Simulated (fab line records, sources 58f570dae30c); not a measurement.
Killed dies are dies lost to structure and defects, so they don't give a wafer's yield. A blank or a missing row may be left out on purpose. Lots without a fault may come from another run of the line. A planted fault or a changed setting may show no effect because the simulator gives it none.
Which tool did it? | flow berkeley_cmos170 | 14 lots, 42 wafers sampled, at 4 steps of a route of 331

WHAT THE GAUGES READ, wafer by wafer
UCB170_WELLDRIVE_THK_MEAS_02. Usual: WELLDRIVE_OXIDE_THK 198 nm, standard deviation 3.5.
lot  | measured    | on            | WELLDRIVE_OXIDE_THK (nm) | flag
L635 | day 4 01:48 | film_metro-02 | 197 197 197              |
L636 | day 4 15:20 | film_metro-01 | 202 205 203              |
L637 | day 4 15:20 | film_metro-03 | 197 197 198              |
L638 | day 4 15:20 | film_metro-02 | 195 195 199              |
L639 | day 5 01:35 | film_metro-03 | 199 198 195              |
L640 | day 5 01:35 | film_metro-01 | 200 199 197              |
L641 | day 5 07:53 | film_metro-02 | 198 196 195              |
L642 | day 5 07:55 | film_metro-01 | 193 192 194              |
L643 | day 5 16:50 | film_metro-02 | 195 195 194              |
L645 | day 5 23:36 | film_metro-01 | 197 198 199              |
L646 | day 6 07:28 | film_metro-03 | 226 223 225              | OFF
L647 | day 6 07:26 | film_metro-01 | 228 223 226              | OFF
L649 | day 6 19:19 | film_metro-01 | 197 198 200              |
L652 | day 7 14:43 | film_metro-01 | 192 193 193              |

UCB170_M2_RS_MEAS_02: measures by four-point-probe. Usual: M2_AL_RS 0.0313 ohm/sq, standard deviation 0.00028.
lot  | measured     | on            | M2_AL_RS (ohm/sq)       | flag
L635 | day 8 11:09  | film_metro-02 | 0.03127 0.03105 0.03118 |
L636 | day 9 11:14  | film_metro-02 | 0.03104 0.03097 0.03096 |
L637 | day 9 12:26  | film_metro-04 | 0.03121 0.03113 0.03141 |
L638 | day 9 09:12  | film_metro-02 | 0.03135 0.0312 0.03131  |
L639 | day 9 23:25  | film_metro-04 | 0.03144 0.03126 0.03151 |
L640 | day 10 00:13 | film_metro-02 | 0.03101 0.03117 0.03139 |
L641 | day 10 00:03 | film_metro-04 | 0.03139 0.03147 0.03154 |
L642 | day 10 00:20 | film_metro-01 | 0.03186 0.03143 0.03166 |
L643 | day 10 18:48 | film_metro-01 | 0.03134 0.0314 0.0314   |
L645 | day 10 23:11 | film_metro-04 | 0.03138 0.03123 0.03133 |
L646 | day 10 21:46 | film_metro-01 | 0.03095 0.0308 0.03096  |
L647 | day 10 23:55 | film_metro-02 | 0.03155 0.03136 0.03132 |
L649 | day 11 22:49 | film_metro-01 | 0.03104 0.03106 0.03098 |
L652 | day 12 19:39 | film_metro-02 | 0.03182 0.03152 0.03157 |

UCB170_M2_THK_MEAS_03: measures by xrf. Usual: M2_AL_THK 918 nm, standard deviation 10.
lot  | measured     | on            | M2_AL_THK (nm) | flag
L635 | day 8 11:15  | film_metro-02 | 920 924 926    |
L636 | day 9 11:21  | film_metro-02 | 927 929 927    |
L637 | day 9 12:33  | film_metro-04 | 924 932 919    |
L638 | day 9 09:19  | film_metro-02 | 918 916 917    |
L639 | day 9 23:31  | film_metro-04 | 920 929 921    |
L640 | day 10 00:19 | film_metro-02 | 924 916 914    |
L641 | day 10 00:10 | film_metro-04 | 923 927 926    |
L642 | day 10 00:26 | film_metro-01 | 901 907 905    |
L643 | day 10 18:55 | film_metro-01 | 914 916 913    |
L645 | day 10 23:19 | film_metro-04 | 923 931 921    |
L646 | day 10 21:52 | film_metro-01 | 927 934 930    |
L647 | day 11 00:02 | film_metro-02 | 913 921 919    |
L649 | day 11 22:55 | film_metro-01 | 926 924 928    |
L652 | day 12 19:46 | film_metro-02 | 890 902 904    |

WHICH TOOL RAN EACH LOT (tool, then ch and the chambers of the sampled wafers, then the start)
lot  | UCB170_WELLDRIVE_OXIDATION_01
L635 | furnace-01 ch 0, day 3 22:17
L636 | furnace-04 ch 0, day 4 11:50
L637 | furnace-04 ch 0, day 4 11:50
L638 | furnace-04 ch 0, day 4 11:50
L639 | furnace-01 ch 0, day 4 22:04
L640 | furnace-01 ch 0, day 4 22:04
L641 | furnace-02 ch 0, day 5 04:23
L642 | furnace-02 ch 0, day 5 04:23
L643 | furnace-02 ch 0, day 5 13:19
L645 | furnace-01 ch 0, day 5 20:06
L646 | furnace-01 ch 0, day 6 03:56
L647 | furnace-01 ch 0, day 6 03:56
L649 | furnace-04 ch 0, day 6 15:49
L652 | furnace-02 ch 0, day 7 11:12
- UCB170_WELLDRIVE_OXIDATION_01: target thk 199 nm, ox time 9000 s.

WHAT THE TOOLS THEMSELVES READ (means of the sampled wafers that have a number; where no wafer has one, the mark that the record gives instead)
UCB170_WELLDRIVE_OXIDATION_01. Usual: spike_tc_centre_C 1102.2 C, standard deviation 1.2; spike_tc_load_C 1130 C, standard deviation 3.1; spike_tc_source_C 1128.9 C, standard deviation 2.1; tube_center_temp_C 1100 C, standard deviation 0.092; tube_center_temp_C_max 1102.9, standard deviation 0.46.
lot  | tool       | spike_tc_centre_C (C) | spike_tc_load_C (C) | spike_tc_source_C (C) | tube_center_temp_C (C) | tube_center_temp_C_max | flag
L635 | furnace-01 | 1102.6                | 1132                | 1130.5                | 1100                   | 1102.8                 |
L636 | furnace-04 | 1102.1                | 1127                | 1126.1                | 1100                   | 1102.7                 |
L637 | furnace-04 | 1103.8                | 1127                | 1127.2                | 1100                   | 1103.4                 |
L638 | furnace-04 | 1102.8                | 1127                | 1126.6                | 1100                   | 1103.3                 |
L639 | furnace-01 | 1101.2                | 1132                | 1130.2                | 1100                   | 1103.0                 |
L640 | furnace-01 | 1102.0                | 1133                | 1130.2                | 1100                   | 1102.7                 |
L641 | furnace-02 | 1103.0                | 1127                | 1127.6                | 1100                   | 1102.7                 |
L642 | furnace-02 | 1102.3                | 1127                | 1127.4                | 1100                   | 1102.9                 |
L643 | furnace-02 | 1101.6                | 1126                | 1127.2                | 1100                   | 1102.9                 |
L645 | furnace-01 | 1101.7                | 1133                | 1131.2                | 1100                   | 1103.0                 |
L646 | furnace-01 | 1120.9                | 1153                | 1151.6                | 1120                   | 1122.7                 | OFF
L647 | furnace-01 | 1121.7                | 1153                | 1151.2                | 1120                   | 1122.8                 | OFF
L649 | furnace-04 | 1103.0                | 1127                | 1126.1                | 1100                   | 1102.2                 |
L652 | furnace-02 | 1102.1                | 1127                | 1127.8                | 1100                   | 1102.7                 |

THE ANSWER, worked out from the rows above alone
Rule: a lot is off if the mean of its wafers that have a number lies more than 3 standard deviations from the usual mean. A lot without any number at a reading at which 4 lots or more have one is off too. The other lots that the step has rows for count as sound. The gauges are gone through in route order, then the tools' own readings, and for those a lot's mean is taken as printed above. The first step at which some lot is off is used, and at that step the reading that is off furthest; a lot without a number counts as furthest.
Off: L646, L647, at UCB170_WELLDRIVE_THK_MEAS_02 (WELLDRIVE_OXIDE_THK).
A tool fits if, at a process step before that reading, it ran every lot that is off, and no sound lot after the first of them. The gauges at UCB170_WELLDRIVE_THK_MEAS_02 aren't tried: what is off there is off at UCB170_WELLDRIVE_OXIDATION_01 too, on other tools, and a gauge's error can't cause that. One fits: furnace-01 at UCB170_WELLDRIVE_OXIDATION_01. Its last sound lot is L645 (day 5 20:06), its first lot that is off L646 (day 6 03:56): a fault that began between those two fits.
The tool's own readings at UCB170_WELLDRIVE_OXIDATION_01 bear it out: on the lots that are off they differ by more than 5 times the standard deviation of the sound lots' means. spike_tc_centre_C reads 1121.3 C there against 1102.3 C on the sound lots; spike_tc_load_C reads 1153 C there against 1129 C on the sound lots; spike_tc_source_C reads 1151.4 C there against 1128.2 C on the sound lots; tube_center_temp_C reads 1120 C there against 1100 C on the sound lots; tube_center_temp_C_max reads 1122.8 there against 1102.9 on the sound lots.

WHAT THE SIMULATOR HAD PUT IN
Process parameter drift: furnace-01, from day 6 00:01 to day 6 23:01, at UCB170_WELLDRIVE_OXIDATION_01. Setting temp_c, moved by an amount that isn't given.
Lots struck among those shown: L647, L646. The rule above found the same.
